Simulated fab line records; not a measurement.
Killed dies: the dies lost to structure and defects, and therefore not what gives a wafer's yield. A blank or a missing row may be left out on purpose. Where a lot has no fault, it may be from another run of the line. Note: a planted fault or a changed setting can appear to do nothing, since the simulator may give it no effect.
Which tool is to blame? ; flow rit_cmos ; Sampling: 14 lots, 42 wafers, 2 of 202 route steps

## WHAT THE GAUGES SHOWED, per wafer
RIT_ACTIVE_THK_MEAS_02. Usual: for ACTIVE_OXIDE_THK the level is 43.9 nm and the standard deviation is 0.92.
lot;measured;on;ACTIVE_OXIDE_THK (nm);flag
L816;day 1 12:58;film_metro-04;43.1 43.5 43.5;
L817;day 1 17:20;film_metro-04;46.1 45.7 46.1;
L818;day 1 22:53;film_metro-03;42.9 42.3 42.8;
L819;day 2 04:49;film_metro-03;42.5 44.5 43.9;
L821;day 2 16:45;film_metro-03;43.9 44.5 44.6;
L822;day 2 21:06;film_metro-03;43.2 44.5 43.9;
L823;day 2 23:07;film_metro-04;44.3 45.4 44.8;
L824;day 3 04:03;film_metro-02;58.4 58.6 57.7;OFF
L825;day 3 10:36;film_metro-03;43.1 44.1 43.0;
L826;day 3 14:20;film_metro-04;57.7 58.3 57.8;OFF
L828;day 4 00:03;film_metro-03;43.4 42.7 43.4;
L834;day 5 06:14;film_metro-03;44.2 42.9 43.6;
L835;day 5 13:37;film_metro-02;42.4 42.8 42.1;
L838;day 6 03:01;film_metro-03;44.7 44.1 45.3;

## EACH LOT AND THE TOOL THAT RAN IT (in order: tool; ch and the chambers of the sampled wafers; start)
lot;RIT_ACTIVE_OXIDATION_01
L816;furnace-04 ch 0, day 1 11:02
L817;furnace-01 ch 0, day 1 15:24
L818;furnace-04 ch 0, day 1 20:56
L819;furnace-03 ch 0, day 2 02:53
L821;furnace-01 ch 0, day 2 14:49
L822;furnace-01 ch 0, day 2 19:08
L823;furnace-04 ch 0, day 2 21:10
L824;furnace-01 ch 0, day 3 02:07
L825;furnace-03 ch 0, day 3 08:40
L826;furnace-01 ch 0, day 3 12:23
L828;furnace-03 ch 0, day 3 22:07
L834;furnace-04 ch 0, day 5 04:17
L835;furnace-03 ch 0, day 5 11:41
L838;furnace-03 ch 0, day 6 01:05
- RIT_ACTIVE_OXIDATION_01: target thk 46.8 nm, ox time 3360 s.

## WHAT THE TOOLS THEMSELVES READ (means of the sampled wafers that have a number; where no wafer has one, the mark that the record gives instead)
RIT_ACTIVE_OXIDATION_01. Usual: ox_temp_c_max 997.6, standard deviation 0.63; spike_tc_source_C 1019.1 C, standard deviation 1.4.
lot;tool;ox_temp_c_max;spike_tc_source_C (C);flag
L816;furnace-04;998.7;1019.1;
L817;furnace-01;997.2;1021.3;
L818;furnace-04;997.5;1018.5;
L819;furnace-03;997.5;1017.5;
L821;furnace-01;997.4;1020.2;
L822;furnace-01;997.3;1019.9;
L823;furnace-04;997.0;1018.3;
L824;furnace-01;997.2;1020.9;
L825;furnace-03;997.0;1018.4;
L826;furnace-01;998.0;1020.5;
L828;furnace-03;997.7;1017.7;
L834;furnace-04;997.5;1018.8;
L835;furnace-03;997.7;1017.6;
L838;furnace-03;997.7;1019.0;

## THE ANSWER, worked out from the rows above alone
Rule: lot off if the mean of its wafers having a number is beyond 3 standard deviations from the usual mean. A lot without any number at a reading at which 4 lots or more have one is off too. Any other lot the step has rows for is counted as sound. The gauges are gone through in route order, then the tools' own readings, and for those a lot's mean is taken as printed above. At the first step where some lot is off, the reading lying furthest off is the one used; lots without a number count as furthest.
Off: L824, L826, seen at RIT_ACTIVE_THK_MEAS_02 (ACTIVE_OXIDE_THK).
A tool fits if, at a process step before that reading, it ran every lot that is off, and no sound lot after the first of them. Those tools and the gauges at RIT_ACTIVE_THK_MEAS_02 are tried in the same way. One candidate fits, namely furnace-01 at RIT_ACTIVE_OXIDATION_01. A fault onset in the window from L822 (day 2 19:08, its last sound lot) to L824 (day 3 02:07, its first lot off) fits.

## WHAT WAS PUT IN BY THE SIMULATOR
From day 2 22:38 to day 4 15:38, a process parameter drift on furnace-01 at RIT_ACTIVE_OXIDATION_01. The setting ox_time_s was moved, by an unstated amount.
Lots struck among those shown: L824, L826. Same finding as the rule above.
